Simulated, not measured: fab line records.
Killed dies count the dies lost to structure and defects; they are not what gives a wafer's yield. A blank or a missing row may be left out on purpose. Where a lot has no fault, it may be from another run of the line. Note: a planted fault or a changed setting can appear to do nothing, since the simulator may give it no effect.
fab line records	flow ritCmos
[record] lots = 13	wafers = 39	lastDay = 7
route steps=202 shown ACTIVE@1 NWELL@51 GATE@89 M1@194
lots that met no fault: from a run of the same line without faults
startH: hours from the record's opening day to when the first of the lot's shown wafers began	waitH: how many hours have passed since the lot's step before this one	" same as the row above	L1.1+2: a single row standing in for several wafers	- either no value or no given start	* or withheld: withheld	< > ~ a bound
route shown NAME@n: a module of which the file shows steps, and the number in the route of the first	usual: mean and standard deviation over wafers with no fault	same: alike in all rows	chamber/n: place in a boat	sites: per-site readings	_std_site: how widely they spread, as a standard deviation	_edge_site: inner sites' mean taken away from outer sites' mean	radiusMm: for every site, how far away it sits from the centre of the wafer	mask NAME#n: copy n	behind: the last tool/chamber to shape the wafer	hold: what put the lot on hold/how long, in hours/how the hold closed	device: the transistor (n, p or np) that didn't switch	end of line: the tests these same wafers got at the end of their route	where a step has no rows: the recipe by itself	killed: dies lost to structure and defects at the first sort, not the wafer's yield	map: per-die view of a wafer (x killed, . not killed, _ where there is no die)
set.NAME: the run value of the setting; set.NAME@STEP: its run value at that earlier step	model.NAME: the simulator's own value behind a step, which no gauge read
a sample of lots followed through the steps of the route, with each step as a table and each wafer as a row
services: from which hour (startH, from the record's first day; less than 0 if before it) a tool's chamber was out of use, for how many hours, and why
[[steps]]
[step RIT_ACTIVE_BOW_MEAS_00]
[recipe] mode = bow
[usual] INCOMING_BOW = 0/6.7
lot.wafer	tool	chamber	startH	waitH	INCOMING_BOW[um]
L370.1	filmMetro-03	-	20.00	-	2
L370.2	"	-	"	"	2
L370.6	"	-	"	"	-3
L371.2	filmMetro-01	-	25.02	-	4
L371.3	"	-	"	"	12
L371.5	"	-	"	"	-2
L373.3	filmMetro-03	-	35.04	-	-4
L373.4	"	-	"	"	-10
L373.5	"	-	"	"	6
L374.2	filmMetro-01	-	40.02	-	-14
L374.5	"	-	"	"	-4
L374.6	"	-	"	"	-15
L375.1	filmMetro-01	-	45.00	-	8
L375.3	"	-	"	"	5
L375.4	"	-	"	"	-1
L376.1	filmMetro-02	-	50.00	-	-1
L376.2	"	-	"	"	-3
L376.4	"	-	"	"	-11
L377.2	filmMetro-02	-	55.02	-	11
L377.4	"	-	"	"	-4
L377.6	"	-	"	"	12
L380.3	filmMetro-01	-	70.04	-	-5
L380.4	"	-	"	"	-1
L380.5	"	-	"	"	15
L381.2	filmMetro-03	-	75.02	-	5
L381.3	"	-	"	"	9
L381.5	"	-	"	"	-11
L386.3	filmMetro-02	-	100.21	-	16
L386.5	"	-	"	"	-1
L386.6	"	-	"	"	10
L387.1	filmMetro-03	-	105.00	-	2
L387.4	"	-	"	"	7
L387.6	"	-	"	"	11
L388.1	filmMetro-02	-	110.00	-	-4
L388.2	"	-	"	"	0
L388.4	"	-	"	"	2
L389.2	filmMetro-03	-	115.02	-	7
L389.4	"	-	"	"	5
L389.6	"	-	"	"	1
[step RIT_WELLDRIVE_RS_MEAS_01]
[recipe] thkMeasGauge = four-point-probe
[usual] NWELL_RS = 275.2/0.7
lot.wafer	tool	chamber	startH	waitH	NWELL_RS[ohm/sq]
L370.1	filmMetro-02	-	38.46	0.0	276.1
L370.2	"	-	"	"	275.2
L370.6	"	-	"	"	275.1
L371.2	filmMetro-02	-	44.35	0.0	275.2
L371.3	"	-	"	"	276.2
L371.5	"	-	"	"	274.5
L373.3	filmMetro-02	-	53.49	0.0	275.4
L373.4	"	-	"	"	275.7
L373.5	"	-	"	"	275.0
L374.2	filmMetro-02	-	57.58	0.0	275.0
L374.5	"	-	"	"	275.9
L374.6	"	-	"	"	275.0
L375.1	filmMetro-01	-	63.89	0.0	275.5
L375.3	"	-	"	"	276.2
L375.4	"	-	"	"	276.7
L376.1	filmMetro-04	-	68.73	0.0	275.0
L376.2	"	-	"	"	275.6
L376.4	"	-	"	"	276.0
L377.2	filmMetro-02	-	74.65	0.0	274.4
L377.4	"	-	"	"	274.8
L377.6	"	-	"	"	275.1
L380.3	filmMetro-01	-	88.88	0.0	274.6
L380.4	"	-	"	"	274.6
L380.5	"	-	"	"	274.3
L381.2	filmMetro-02	-	93.57	0.0	274.9
L381.3	"	-	"	"	274.0
L381.5	"	-	"	"	274.1
L386.3	filmMetro-02	-	118.74	0.0	274.2
L386.5	"	-	"	"	273.9
L386.6	"	-	"	"	274.3
L387.1	filmMetro-02	-	123.97	0.0	274.8
L387.4	"	-	"	"	274.4
L387.6	"	-	"	"	275.5
L388.1	filmMetro-02	-	129.19	0.0	275.7
L388.2	"	-	"	"	274.5
L388.4	"	-	"	"	275.2
L389.2	filmMetro-04	-	134.32	0.0	275.2
L389.4	"	-	"	"	276.4
L389.6	"	-	"	"	276.3
[step RIT_GATE_EXPOSE_13]
[recipe] maskId = M6	na = 0.6	sourceShape = conventional	sigmaOuter = 0.6	targetCdNm = 150	doseMj = 386.6
[usual] stageVelMmS = 499.96/0.25
lot.wafer	tool	chamber	startH	waitH	mask	stageVelMmS
L370.1	ilineStepper-01	0	46.17	0.1	M6#0	500.24
L370.2	"	0	"	"	M6#0	500.21
L370.6	"	0	"	"	M6#0	500.41
L371.2	ilineStepper-01	0	52.78	0.1	M6#0	500.18
L371.3	"	0	"	"	M6#0	500.25
L371.5	"	0	"	"	M6#0	500.25
L373.3	ilineStepper-02	0	61.26	0.2	M6#0	499.85
L373.4	"	0	"	"	M6#0	500.13
L373.5	"	0	"	"	M6#0	499.87
L374.2	ilineStepper-01	0	65.33	0.3	M6#0	499.83
L374.5	"	0	"	"	M6#0	499.79
L374.6	"	0	"	"	M6#0	500.09
L375.1	ilineStepper-01	0	71.88	0.1	M6#0	500.18
L375.3	"	0	"	"	M6#0	499.82
L375.4	"	0	"	"	M6#0	500.12
L376.1	ilineStepper-02	0	77.16	0.3	M6_R1#0	499.56
L376.2	"	0	"	"	M6_R1#0	499.63
L376.4	"	0	"	"	M6_R1#0	499.74
L377.2	ilineStepper-02	0	82.46	0.1	M6#0	500.02
L377.4	"	0	"	"	M6#0	499.72
L377.6	"	0	"	"	M6#0	499.84
L380.3	ilineStepper-01	0	98.31	0.2	M6#0	499.85
L380.4	"	0	"	"	M6#0	499.98
L380.5	"	0	"	"	M6#0	499.72
L381.2	ilineStepper-01	0	101.19	0.1	M6#0	499.80
L381.3	"	0	"	"	M6#0	499.97
L381.5	"	0	"	"	M6#0	500.35
L386.3	ilineStepper-01	0	129.65	0.2	M6#0	499.53
L386.5	"	0	"	"	M6#0	499.56
L386.6	"	0	"	"	M6#0	499.40
L387.1	ilineStepper-01	0	134.43	0.1	M6#0	499.79
L387.4	"	0	"	"	M6#0	500.13
L387.6	"	0	"	"	M6#0	500.52
L388.1	ilineStepper-02	0	139.51	0.2	M6#0	500.01
L388.2	"	0	"	"	M6#0	499.87
L388.4	"	0	"	"	M6#0	500.68
L389.2	ilineStepper-01	0	144.70	0.2	M6#0	500.12
L389.4	"	0	"	"	M6#0	500.09
L389.6	"	0	"	"	M6#0	500.00
[step RIT_GATE_CD_MEAS_16]
[recipe] targetCdNm = 150
[usual] cdNm = 150.4/2.2
lot.wafer	tool	chamber	startH	waitH	cdNm
L370.1	cdSem-01	-	46.57	-	153.6
L370.2	"	-	"	"	149.9
L370.6	"	-	"	"	152.7
L371.2	cdSem-02	-	53.18	-	152.3
L371.3	"	-	"	"	150.3
L371.5	"	-	"	"	153.8
L373.3	cdSem-01	-	61.66	-	149.1
L373.4	"	-	"	"	150.0
L373.5	"	-	"	"	149.8
L374.2	cdSem-01	-	65.73	-	153.8
L374.5	"	-	"	"	151.0
L374.6	"	-	"	"	151.5
L375.1	cdSem-02	-	72.28	-	150.7
L375.3	"	-	"	"	153.1
L375.4	"	-	"	"	151.9
L376.1	cdSem-01	-	77.67	-	168.4
L376.2	"	-	"	"	169.2
L376.4	"	-	"	"	165.0
L377.2	cdSem-01	-	82.86	-	152.6
L377.4	"	-	"	"	151.2
L377.6	"	-	"	"	150.9
L380.3	cdSem-02	-	98.71	-	149.4
L380.4	"	-	"	"	150.4
L380.5	"	-	"	"	150.3
L381.2	cdSem-02	-	101.60	-	150.8
L381.3	"	-	"	"	152.4
L381.5	"	-	"	"	152.8
L386.3	cdSem-02	-	130.05	-	148.1
L386.5	"	-	"	"	150.4
L386.6	"	-	"	"	150.1
L387.1	cdSem-02	-	134.83	-	146.7
L387.4	"	-	"	"	145.3
L387.6	"	-	"	"	146.9
L388.1	cdSem-01	-	139.91	-	149.2
L388.2	"	-	"	"	147.7
L388.4	"	-	"	"	149.9
L389.2	cdSem-01	-	145.11	-	151.0
L389.4	"	-	"	"	153.0
L389.6	"	-	"	"	151.8
[step RIT_M1_OVL_MEAS_10]
[usual] M1_OVL = -1.0/1.4
lot.wafer	tool	chamber	startH	waitH	M1_OVL[nm]
L370.1	overlay-01	-	65.75	0.1	-2.1
L370.2	"	-	"	"	-2.8
L370.6	"	-	"	"	1.4
L371.2	overlay-02	-	71.00	0.1	-1.5
L371.3	"	-	"	"	-2.8
L371.5	"	-	"	"	-3.4
L373.3	overlay-01	-	80.66	0.1	-1.1
L373.4	"	-	"	"	-0.5
L373.5	"	-	"	"	1.1
L374.2	overlay-01	-	83.39	0.1	0.2
L374.5	"	-	"	"	-0.3
L374.6	"	-	"	"	-1.5
L375.1	overlay-02	-	90.83	0.1	0.0
L375.3	"	-	"	"	-3.2
L375.4	"	-	"	"	-3.3
L376.1	overlay-02	-	95.04	0.1	-2.3
L376.2	"	-	"	"	-2.2
L376.4	"	-	"	"	-4.3
L377.2	overlay-01	-	101.61	0.1	-1.2
L377.4	"	-	"	"	-0.4
L377.6	"	-	"	"	-1.6
L380.3	overlay-02	-	117.41	0.1	-0.8
L380.4	"	-	"	"	-1.6
L380.5	"	-	"	"	-1.3
L381.2	overlay-02	-	122.34	0.1	-0.5
L381.3	"	-	"	"	-0.1
L381.5	"	-	"	"	-0.5
L386.3	overlay-02	-	149.81	0.1	-0.3
L386.5	"	-	"	"	0.3
L386.6	"	-	"	"	2.5
L387.1	overlay-01	-	156.56	0.1	-0.7
L387.4	"	-	"	"	-0.4
L387.6	"	-	"	"	0.9
L388.1	overlay-01	-	159.38	0.1	-0.1
L388.2	"	-	"	"	1.5
L388.4	"	-	"	"	0.2
L389.2	overlay-02	-	168.46	0.1	-0.9
L389.4	"	-	"	"	-1.6
L389.6	"	-	"	"	-1.6
[[services]]
tool	chamber	startH	hours	kind
ilineStepper-02	-	35.18	1.7	pm
ilineStepper-01	-	91.27	1.7	pm
[[key]]
[firstSign] step = RIT_GATE_EXPOSE_13	reading = mask	direction = changed
[effect] step = RIT_GATE_CD_MEAS_16	reading = cdNm	direction = up	sigmas = 7.7	usual = 150.4	struck = 167.5
metAt RIT_GATE_EXPOSE_13
struckLots L376
testerLeftOut L376
notActingAt RIT_ACTIVE_BOW_MEAS_00,RIT_WELLDRIVE_RS_MEAS_01,RIT_M1_OVL_MEAS_10
onsetBetween 61.26 77.16
[fault] kind = wrongMask	tool = any	chamber = -	onsetH = 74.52	steps = RIT_GATE_EXPOSE_13	auxCopy = M6_R1#0	cdOffsetNm = 15	scope = struckLotsOnly
// testerLeftOut: of these lots the tester's yield and bins aren't shown, on N5 and GAA mostly nor the transistor test; their killed dies are dies lost to structure and defects alone, not to doping, threshold or leakage, so they don't give the yield
